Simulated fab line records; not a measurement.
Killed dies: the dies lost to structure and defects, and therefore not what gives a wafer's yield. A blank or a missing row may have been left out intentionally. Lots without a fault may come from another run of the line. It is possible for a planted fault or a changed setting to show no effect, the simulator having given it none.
Check for tools in common || flow ritCmos || 42 wafers sampled across 14 lots

REASON FOR OPENING
At RIT_CONTACT_CD_MEAS_08 the reading cdNm is flagged on 2 of 14 lots. Wafers without a fault read 1000.6 nm, standard deviation 2.5.
Rule: a lot gets a flag if all its wafers with a number sit over 4 standard deviations from that mean, or if no wafer of it has a number. The other lots count as sound.

{"lot": "L533", "measured": "day 3 09:59", "on": "cdSem-01", "cdNm (nm), wafer by wafer": "996.4 996.2 998.6", "flag": ""}
{"lot": "L535", "measured": "day 3 23:36", "on": "cdSem-02", "cdNm (nm), wafer by wafer": "1001.7 1001.1 1000.3", "flag": ""}
{"lot": "L536", "measured": "day 4 03:57", "on": "cdSem-01", "cdNm (nm), wafer by wafer": "1001.6 1003.1 1000.3", "flag": ""}
{"lot": "L537", "measured": "day 4 08:51", "on": "cdSem-01", "cdNm (nm), wafer by wafer": "996.1 998.0 996.5", "flag": ""}
{"lot": "L539", "measured": "day 4 14:40", "on": "cdSem-02", "cdNm (nm), wafer by wafer": "998.9 996.3 999.4", "flag": ""}
{"lot": "L540", "measured": "day 4 16:44", "on": "cdSem-02", "cdNm (nm), wafer by wafer": "996.3 998.8 997.8", "flag": ""}
{"lot": "L542", "measured": "day 5 05:05", "on": "cdSem-02", "cdNm (nm), wafer by wafer": "984.1 986.9 986.5", "flag": "FLAGGED"}
{"lot": "L543", "measured": "day 5 06:34", "on": "cdSem-02", "cdNm (nm), wafer by wafer": "989.0 987.9 987.0", "flag": "FLAGGED"}
{"lot": "L546", "measured": "day 5 22:17", "on": "cdSem-01", "cdNm (nm), wafer by wafer": "998.3 998.2 998.7", "flag": ""}
{"lot": "L550", "measured": "day 6 17:41", "on": "cdSem-01", "cdNm (nm), wafer by wafer": "998.3 1002.3 998.6", "flag": ""}
{"lot": "L552", "measured": "day 7 02:28", "on": "cdSem-02", "cdNm (nm), wafer by wafer": "1001.0 999.1 1002.3", "flag": ""}
{"lot": "L553", "measured": "day 7 08:09", "on": "cdSem-01", "cdNm (nm), wafer by wafer": "998.2 999.6 997.8", "flag": ""}
{"lot": "L555", "measured": "day 7 17:32", "on": "cdSem-01", "cdNm (nm), wafer by wafer": "1002.0 1002.3 1002.8", "flag": ""}
{"lot": "L556", "measured": "day 7 22:26", "on": "cdSem-01", "cdNm (nm), wafer by wafer": "999.6 1000.3 1002.8", "flag": ""}
The numbers of the flagged lots are 986.9 nm on average: -13.7 nm against the usual, or -5 standard deviations.

EACH LOT AND THE TOOL IT RAN ON
The record keeps 1 process step preceding the reading, out of 202 steps on the route. Every cell lists first the tool, next ch and the chambers used by the sampled wafers, and last the start.
{"lot": "L533", "flag": "", "RIT_CONTACT_EXPOSE_05": "ilineStepper-01 ch 0, day 3 09:25"}
{"lot": "L535", "flag": "", "RIT_CONTACT_EXPOSE_05": "ilineStepper-02 ch 0, day 3 22:57"}
{"lot": "L536", "flag": "", "RIT_CONTACT_EXPOSE_05": "ilineStepper-02 ch 0, day 4 03:26"}
{"lot": "L537", "flag": "", "RIT_CONTACT_EXPOSE_05": "ilineStepper-01 ch 0, day 4 08:20"}
{"lot": "L539", "flag": "", "RIT_CONTACT_EXPOSE_05": "ilineStepper-01 ch 0, day 4 14:08"}
{"lot": "L540", "flag": "", "RIT_CONTACT_EXPOSE_05": "ilineStepper-02 ch 0, day 4 16:13"}
{"lot": "L542", "flag": "FLAGGED", "RIT_CONTACT_EXPOSE_05": "ilineStepper-02 ch 0, day 5 04:34"}
{"lot": "L543", "flag": "FLAGGED", "RIT_CONTACT_EXPOSE_05": "ilineStepper-02 ch 0, day 5 06:02"}
{"lot": "L546", "flag": "", "RIT_CONTACT_EXPOSE_05": "ilineStepper-01 ch 0, day 5 21:46"}
{"lot": "L550", "flag": "", "RIT_CONTACT_EXPOSE_05": "ilineStepper-01 ch 0, day 6 17:10"}
{"lot": "L552", "flag": "", "RIT_CONTACT_EXPOSE_05": "ilineStepper-01 ch 0, day 7 01:58"}
{"lot": "L553", "flag": "", "RIT_CONTACT_EXPOSE_05": "ilineStepper-01 ch 0, day 7 07:38"}
{"lot": "L555", "flag": "", "RIT_CONTACT_EXPOSE_05": "ilineStepper-01 ch 0, day 7 16:55"}
{"lot": "L556", "flag": "", "RIT_CONTACT_EXPOSE_05": "ilineStepper-01 ch 0, day 7 21:55"}
What is done by these steps:
- RIT_CONTACT_EXPOSE_05: exposes mask M11, target cd 1000 nm.
- RIT_CONTACT_CD_MEAS_08: target cd 1000 nm.

FLAGGED AGAINST TOTAL, ONE TOOL AT A TIME (gauges that did the reading follow at the end)
{"step": "RIT_CONTACT_EXPOSE_05", "tool": "ilineStepper-01", "lots run": 9, "flagged": 0, "share of the flagged lots": "none", "sound lots run after its first flagged lot": "-"}
{"step": "RIT_CONTACT_EXPOSE_05", "tool": "ilineStepper-02", "lots run": 5, "flagged": 2, "share of the flagged lots": "all", "sound lots run after its first flagged lot": 0}
{"step": "RIT_CONTACT_CD_MEAS_08", "tool": "cdSem-01", "lots run": 8, "flagged": 0, "share of the flagged lots": "none", "sound lots run after its first flagged lot": "-"}
{"step": "RIT_CONTACT_CD_MEAS_08", "tool": "cdSem-02", "lots run": 6, "flagged": 2, "share of the flagged lots": "all", "sound lots run after its first flagged lot": "1 (L552)"}

WHAT IS ALLOWED BY THE TABLE
Every flagged lot went through 2 rows of the table: ilineStepper-02 at RIT_CONTACT_EXPOSE_05 and cdSem-02 at RIT_CONTACT_CD_MEAS_08.
- ilineStepper-02 at RIT_CONTACT_EXPOSE_05 ran 5 lots, 2 of them flagged. Its last sound lot is L540 (day 4 16:13), its first flagged lot L542 (day 5 04:34): a fault that began between those two fits. Its own readings (exposureDoseMJCm2) fall more than 4 standard deviations out on all wafers of the flagged lots.
- cdSem-02 at RIT_CONTACT_CD_MEAS_08 ran 6 lots, 2 of them flagged. Lots that were sound ran on it after the first flagged one (L552); a persistent fault on the entire tool would not allow that.
Left over: one tool, ilineStepper-02 at RIT_CONTACT_EXPOSE_05.

WHAT HAD BEEN PUT IN BY THE SIMULATOR
Process parameters drifting: ilineStepper-02 at RIT_CONTACT_EXPOSE_05, beginning at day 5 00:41. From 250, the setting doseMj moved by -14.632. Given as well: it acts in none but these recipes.
Shown lots that were struck: L542, L543. The rule above found the same.
